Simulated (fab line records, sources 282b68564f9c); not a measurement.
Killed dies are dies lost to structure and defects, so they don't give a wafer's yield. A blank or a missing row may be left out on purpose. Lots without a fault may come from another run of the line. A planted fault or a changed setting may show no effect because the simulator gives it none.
Problem report in the 8D (eight disciplines) form, filled by code | flow rit_cmos | the parts of the form that need people (team, actions taken, sign-off) are left out

1. THE PROBLEM
NRETRO_TW at RIT_NRETRO_TW_MEAS_10 reads a mean of 869 on 6 wafers of 2 lots; wafers without a fault read 1055 with a standard deviation of 7.4. That is -25 standard deviations from the usual mean.
First seen on wafer L394.2, day 4 17:44, on film_metro-02. The record holds 42 wafers of 14 lots with a number at this step. Rule for "out", or "out of limits": more than 4 standard deviations from the usual mean. The other wafers with a number count as sound.

2. WHAT IT IS AND WHAT IT IS NOT
question                    | is                     | is not
which readings at this step | NRETRO_TW              | -
which lots                  | L394, L395             | L382, L383, L384, L387, L388, L389, L390, L392, L393, L402, L403, L405
which wafers of those lots  | all that have a number | -
read on which gauges        | film_metro-02          | film_metro-03, film_metro-04
when                        | from day 4 17:44       | up to then (27 sound wafers); but 9 sound wafers of L402, L403, L405 came after

3. SUSPECTS, AND WHAT RULES EACH OUT
Counting: a tool at a process step up to the reading stays a suspect if it ran every lot that is out and no sound lot after the first of them.
- the gauge at RIT_NRETRO_TW_MEAS_10: ruled out. All the wafers that are out were read on film_metro-02, but those of them that RIT_NRETRO_IMPLANT_08 has rows for are out there too, on other tools.
- implanter-02 at RIT_NRETRO_IMPLANT_08: kept. It ran every lot that is out, first L394 (day 4 17:25), and no sound lot after that; its last sound lot up to then is L393 (day 4 12:52). Its own readings are out on those wafers: dose_ions_cm2, faraday_current_uA.
- plasma_asher-01 at RIT_NRETRO_STRIP_09 (strips in O2, time 180 s): kept. It ran every lot that is out, first L394 (day 4 17:32), and no sound lot after that; its last sound lot up to then is L393 (day 4 13:01).
Left after counting: implanter-02 at RIT_NRETRO_IMPLANT_08, plasma_asher-01 at RIT_NRETRO_STRIP_09.

4. THE CAUSE (what the simulator had put in)
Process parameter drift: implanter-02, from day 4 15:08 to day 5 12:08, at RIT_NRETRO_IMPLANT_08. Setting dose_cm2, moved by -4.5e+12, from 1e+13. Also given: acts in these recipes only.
Counting left 2 suspects, and this tool is among them.

5. THE CHAIN OF EFFECTS, in route order
Each row: a reading whose mean over the struck wafers that have a number lies more than 3 standard deviations from the usual. Only readings for which the record gives a usual standard deviation are gone through. hours: the time from each lot's start at the first step in this table that gives one to its start at this step, as a median over the lots. sigmas: the change in usual standard deviations.
hours | step                  | reading            | usual      | on struck wafers | change      | sigmas
0     | RIT_NRETRO_IMPLANT_08 | dose_ions_cm2      | 1.0001e+13 | 5.4903e+12       | -4.5107e+12 | -99 or more
0     | RIT_NRETRO_IMPLANT_08 | faraday_current_uA | 31.8       | 17.7             | -14.1       | -24
0     | RIT_NRETRO_TW_MEAS_10 | NRETRO_TW          | 1055       | 869              | -186        | -25
The process steps in it:
- RIT_NRETRO_IMPLANT_08
Later measuring or inspecting steps at which every struck wafer that the step has a row for has a number for every such reading, and none has moved that far: RIT_NSD_OVL_MEAS_06, RIT_CONTACT_CD_MEAS_90.

6. WHAT WOULD HAVE CAUGHT IT SOONER
In this record the first reading out of limits at a measuring or inspecting step was taken at day 4 17:44, 3 hours after the fault began at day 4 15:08.
The tool's own readings at RIT_NRETRO_IMPLANT_08 were out on every struck wafer that the step has a row for (dose_ions_cm2, faraday_current_uA): an alarm limit on them would have fired on the first of those.
Of the lots that are out (2), L395 began RIT_NRETRO_IMPLANT_08 on implanter-02 after day 4 17:44. A hold on the tool at that time would have spared it.
